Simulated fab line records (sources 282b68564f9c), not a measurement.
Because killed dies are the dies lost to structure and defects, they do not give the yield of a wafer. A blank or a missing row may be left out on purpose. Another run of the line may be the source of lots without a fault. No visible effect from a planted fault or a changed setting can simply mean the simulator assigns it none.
Struck lot and sound lot, side by side || flow rit-cmos || 45 steps out of a route of 202
Sound: the wafers L737.1, L737.5, L737.6. The struck wafers were L741.1, L741.2, L741.6. The cause comes at the end.
For every step that has rows: the tool of each side, followed by ch and its chambers, followed by its first start. Under that, the readings that differ: sound wafers || struck wafers || difference of the means || sigmas: that difference in standard deviations of wafers without a fault.
alike: same words and numbers on both sides, and readings whose means sit less than 2 such deviations apart. not compared: any withheld reading, any reading some wafer has no value for, any bound like >300 that may hide the same value, and any number with overlapping values for which the record gives no deviation.
The two part at a step that has a row with sigmas, a row that says differs or no value, or rows on one side only. Numbers that don't overlap but have no deviation are shown without sigmas and don't part them. A reading that every wafer of one side lacks parts them only if that side has two wafers or more.

first, 1 step without rows for these wafers: RIT_ACTIVE_DEVELOP_10 (develop time 50 s).
RIT_ACTIVE_CD_MEAS_11: the cd target is 1400 nm.
  sound: cd-sem-02 at day 3 07:06; struck: cd-sem-02 at day 4 02:37
  alike: cd-nm
then, 1 step without rows for these wafers: RIT_ACTIVE_HARDBAKE_12 (time 60 s).
RIT_ACTIVE_ETCH_13: etches Si3N4 in SF6, stops on SiO2, time 210 s, target depth 210 nm.
  sound on rie-diel-01 ch 1,2, day 3 07:22; struck on rie-diel-03 ch 0,1, day 4 02:53
  alike: SF6_flow_sccm, drypump-motor-current-A, oes-product-au, rf-fwd-power-W, throttle-valve-pct
  not compared: rf-hours-counter-h
RIT_ACTIVE_STRIP_14: strips in O2, time 180 s.
  sound on plasma-asher-01 ch 0,1, day 3 07:31; struck on plasma-asher-02 ch 0,1, day 4 03:02
  alike: drypump-motor-current-A
  not compared: rf-hours-counter-h
RIT_ACTIVE_CD_MEAS_90: the cd target is 1400 nm.
  sound: cd-sem-01 at day 3 07:41; struck: cd-sem-01 at day 4 03:12
  alike: cd-nm
then, 4 steps without rows for these wafers: RIT_ACTIVE_CLEAN_15 (cleans in SC1, time 600 s); RIT_ACTIVE_CLEAN_16 (cleans in dHF, time 30 s); RIT_ACTIVE_CLEAN_17 (cleans in SC2, time 600 s); RIT_FOX1_OXIDATION_00 (target thk 350.7 nm, ox time 1130 s).
RIT_FOX1_THK_MEAS_01:
  sound: film-metro-02 at day 3 10:23; struck: film-metro-01 at day 4 06:29
  alike: FOX1_OXIDE_THK
then, 1 step without rows for these wafers: RIT_FOX1_WET_ETCH_02 (etches SiO2 in BOE, target depth 350 nm, time 390 s).
RIT_FOX2_OXIDATION_00: target thk 350.7 nm, ox time 1130 s.
  sound on furnace-04 ch 0, day 3 10:34; struck on furnace-04 ch 0, day 4 06:47
{"reading": "spike-tc-centre-C (C)", "sound": "1104.2 1099.6 1099.3", "struck": "1134.4 1135.8 1134.2", "difference": "+33.8", "sigmas": "+23"}
{"reading": "spike-tc-load-C (C)", "sound": "1127.1 1128.3 1125.7", "struck": "1162.7 1161.3 1163.4", "difference": "+35.4", "sigmas": "+15"}
{"reading": "spike-tc-source-C (C)", "sound": "1121.5 1121.7 1122.7", "struck": "1157.6 1158.2 1157.5", "difference": "+35.8", "sigmas": "+12"}
{"reading": "tube-center-temp-C (C)", "sound": "1099.9 1100.1 1100", "struck": "1134.9 1135.1 1135.2", "difference": "+35.1", "sigmas": "+99 or more"}
{"reading": "tube_center_temp_C_max", "sound": "1102.2 1102.8 1102.5", "struck": "1138.1 1138.6 1137.8", "difference": "+35.7", "sigmas": "+71"}
{"reading": "zone-power-source-pct (%)", "sound": "42.7 42.9 43.3", "struck": "46.5 46.9 46.4", "difference": "+3.6", "sigmas": "+4"}
{"reading": "model.SiO2_of_FOX2_OXIDATION_00.thk-nm (nm)", "sound": "367.6 361.7 360.5", "struck": "401.4 401.2 406.9", "difference": "+39.9", "sigmas": ""}
RIT_FOX2_THK_MEAS_01:
  sound: film-metro-02 at day 3 11:53; struck: film-metro-01 at day 4 08:05
{"reading": "FOX2_OXIDE_THK (nm)", "sound": "368 362 361", "struck": "402 401 407", "difference": "+40", "sigmas": "+5"}
then, 2 steps without rows for these wafers: RIT_FOX2_CLEAN_02 (cleans in dHF, time 180 s); RIT_FOX2_WET_ETCH_03 (etches Si3N4 in H3PO4, target depth 195 nm, time 2700 s).
RIT_FOX2_THK_MEAS_90:
  sound: film-metro-02 at day 3 13:31; struck: film-metro-02 at day 4 08:58
{"reading": "FIELD_OXIDE_LEFT_1_THK (nm)", "sound": "341 335 334", "struck": "374 374 379", "difference": "+39", "sigmas": "+5"}
then, 6 steps without rows for these wafers: RIT_NWELL_HMDS_00 (prime time 60 s); RIT_NWELL_COAT_01 (resist thk 1300 nm); RIT_NWELL_SOFTBAKE_02 (time 60 s); RIT_NWELL_EXPOSE_03 (exposes mask M2, target cd 43900 nm); RIT_NWELL_PEB_04; RIT_NWELL_DEVELOP_05 (develop time 68 s).
RIT_NWELL_OVL_MEAS_06:
  sound: overlay-01 at day 3 14:32; struck: overlay-01 at day 4 10:02
  alike: NWELL_OVL
then, 2 steps without rows for these wafers: RIT_NWELL_HARDBAKE_07 (time 120 s); RIT_NWELL_IMPLANT_08.
RIT_NWELL_STRIP_09: strips in O2, time 180 s.
  sound on plasma-asher-04 ch 0,1, day 3 14:58; struck on plasma-asher-04 ch 0,1, day 4 10:28
  alike: drypump-motor-current-A
  not compared: rf-hours-counter-h
RIT_NWELL_TW_MEAS_10:
  sound: film-metro-04 at day 3 15:08; struck: film-metro-03 at day 4 10:38
{"reading": "NWELL_TW", "sound": "2111 2100 2113", "struck": "2164 2176 2174", "difference": "+63", "sigmas": "+3"}
then, 6 steps without rows for these wafers: RIT_PWELL_HMDS_00 (prime time 60 s); RIT_PWELL_COAT_01 (resist thk 1300 nm); RIT_PWELL_SOFTBAKE_02 (time 60 s); RIT_PWELL_EXPOSE_03 (exposes mask M3, target cd 43700 nm); RIT_PWELL_PEB_04; RIT_PWELL_DEVELOP_05 (develop time 68 s).
RIT_PWELL_OVL_MEAS_06:
  sound: overlay-02 at day 3 16:05; struck: overlay-02 at day 4 11:43
  alike: PWELL_OVL
then, 2 steps without rows for these wafers: RIT_PWELL_HARDBAKE_07 (time 120 s); RIT_PWELL_IMPLANT_08.
RIT_PWELL_STRIP_09: strips in O2, time 180 s.
  sound on plasma-asher-03 ch 0,1, day 3 16:31; struck on plasma-asher-02 ch 0,1, day 4 12:09
  alike: drypump-motor-current-A
  not compared: rf-hours-counter-h
RIT_PWELL_TW_MEAS_10:
  sound: film-metro-03 at day 3 16:42; struck: film-metro-03 at day 4 12:19
  alike: PWELL_TW
then, 1 step without rows for these wafers: RIT_WELLDRIVE_ANNEAL_00 (time 14700 s).
RIT_WELLDRIVE_RS_MEAS_01: measures by four-point-probe.
  sound: film-metro-02 at day 3 21:50; struck: film-metro-02 at day 4 17:48
  alike: NWELL_RS
RIT_WELLDRIVE_RS_MEAS_02: measures by four-point-probe.
  sound: film-metro-02 at day 3 21:58; struck: film-metro-02 at day 4 17:55
  alike: PWELL_RS
RIT_FOX2_THK_MEAS_91:
  sound: film-metro-01 at day 4 01:51; struck: film-metro-02 at day 4 21:43
{"reading": "FIELD_OXIDE_LEFT_2_THK (nm)", "sound": "274 268 267", "struck": "306 306 312", "difference": "+38", "sigmas": "+5"}
RIT_SILICIDE_WET_ETCH_00: etches SiO2 in BOE, target depth 14 nm, time 15 s.
  sound on wet-bench-03 ch 1, day 4 21:02; struck on wet-bench-02 ch 0, day 5 16:24
{"reading": "model.SiO2_of_FOX2_OXIDATION_00.thk-nm (nm)", "sound": "169.5 162 161", "struck": "201.8 200.8 205.8", "difference": "+38.6", "sigmas": ""}
RIT_M1_PROBE_99:
  sound: prober-02 at day 5 04:03; struck: prober-02 at day 5 23:11
  alike: killed-at-contacts, killed-at-front-end, killed-dies, killed-open, killed-short

## WHERE THEY PART
First at RIT_FOX2_OXIDATION_00; last, within this record, at RIT_FOX2_THK_MEAS_91. Later steps at which nothing parts them and some readings are alike: RIT_M1_PROBE_99.

WHY: what the simulator had put in
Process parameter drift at RIT_FOX2_OXIDATION_00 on furnace-04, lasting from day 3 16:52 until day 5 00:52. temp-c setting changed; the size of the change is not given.
